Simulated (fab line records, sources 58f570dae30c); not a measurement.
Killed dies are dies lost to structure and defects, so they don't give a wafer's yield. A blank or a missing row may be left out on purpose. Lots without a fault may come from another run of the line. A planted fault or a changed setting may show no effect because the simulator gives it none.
Which tool did it? | flow berkeley_cmos170 | 7 lots, 21 wafers sampled, at 3 steps of a route of 331

WHAT THE GAUGES READ, wafer by wafer
UCB170_M1_RS_MEAS_01: measures by four-point-probe.
lot  | measured     | on            | M1_AL_RS (ohm/sq)
L555 | day 6 22:06  | film_metro-01 | 0.0486 0.0486 0.0484
L558 | day 7 07:02  | film_metro-01 | 0.0481 0.0482 0.0483
L559 | day 7 14:25  | film_metro-02 | 0.0490 0.0486 0.0483
L561 | day 8 05:39  | film_metro-02 | 0.0487 0.0496 0.0495
L565 | day 9 01:41  | film_metro-03 | 0.0241 0.0241 0.0241
L567 | day 9 10:47  | film_metro-03 | 0.0486 0.0494 0.0495
L577 | day 11 16:25 | film_metro-03 | 0.0491 0.0485 0.0486

WHICH TOOL RAN EACH LOT (tool, then ch and the chambers of the sampled wafers, then the start)
lot  | UCB170_PSD_STRIP_09                  | UCB170_M1_SPUTTER_00
L555 | plasma_asher-01 ch 0,1, day 6 11:24  | pvd_sputter-04, day 6 22:02
L558 | plasma_asher-01 ch 0,1, day 6 22:33  | pvd_sputter-01, day 7 06:59
L559 | plasma_asher-01 ch 0,1, day 7 04:12  | pvd_sputter-02, day 7 14:20
L561 | plasma_asher-04 ch 0,1, day 7 19:11  | pvd_sputter-01, day 8 05:33
L565 | plasma_asher-03 ch 0,1, day 8 12:22  | pvd_sputter-02, day 9 01:24
L567 | plasma_asher-04 ch 0,1, day 9 01:29  | pvd_sputter-01, day 9 10:41
L577 | plasma_asher-01 ch 0,1, day 11 07:59 | pvd_sputter-04, day 11 16:20
- UCB170_PSD_STRIP_09: strips in O2.
- UCB170_M1_SPUTTER_00: material Al, target thk 600 nm, time 80 s.

THE ANSWER, worked out from the rows above alone
Rule: what is usual is taken from the lots themselves. Put in order of their means at a reading, lots are off if they are a third of the lots or fewer, leave a main group of 4 or more, and stand apart from it by a gap of 3 or more times the standard deviation of the main group's means; of several such gaps the widest counts. A main group whose means are all the same, to the digits that the tables above print for the reading, isn't used. A lot without any number at a reading at which 4 lots or more have one is off too. The other lots that the step has rows for count as sound.
Off: L565, at UCB170_M1_RS_MEAS_01 (M1_AL_RS). The main group: mean 0.0488 ohm/sq, standard deviation 0.00037.
A tool fits if, at a process step before that reading, it ran every lot that is off, and no sound lot after the first of them. The gauges at UCB170_M1_RS_MEAS_01 are tried like those tools. Can't be told from this: 2 tools fit, plasma_asher-03 at UCB170_PSD_STRIP_09, pvd_sputter-02 at UCB170_M1_SPUTTER_00.

WHAT THE SIMULATOR HAD PUT IN
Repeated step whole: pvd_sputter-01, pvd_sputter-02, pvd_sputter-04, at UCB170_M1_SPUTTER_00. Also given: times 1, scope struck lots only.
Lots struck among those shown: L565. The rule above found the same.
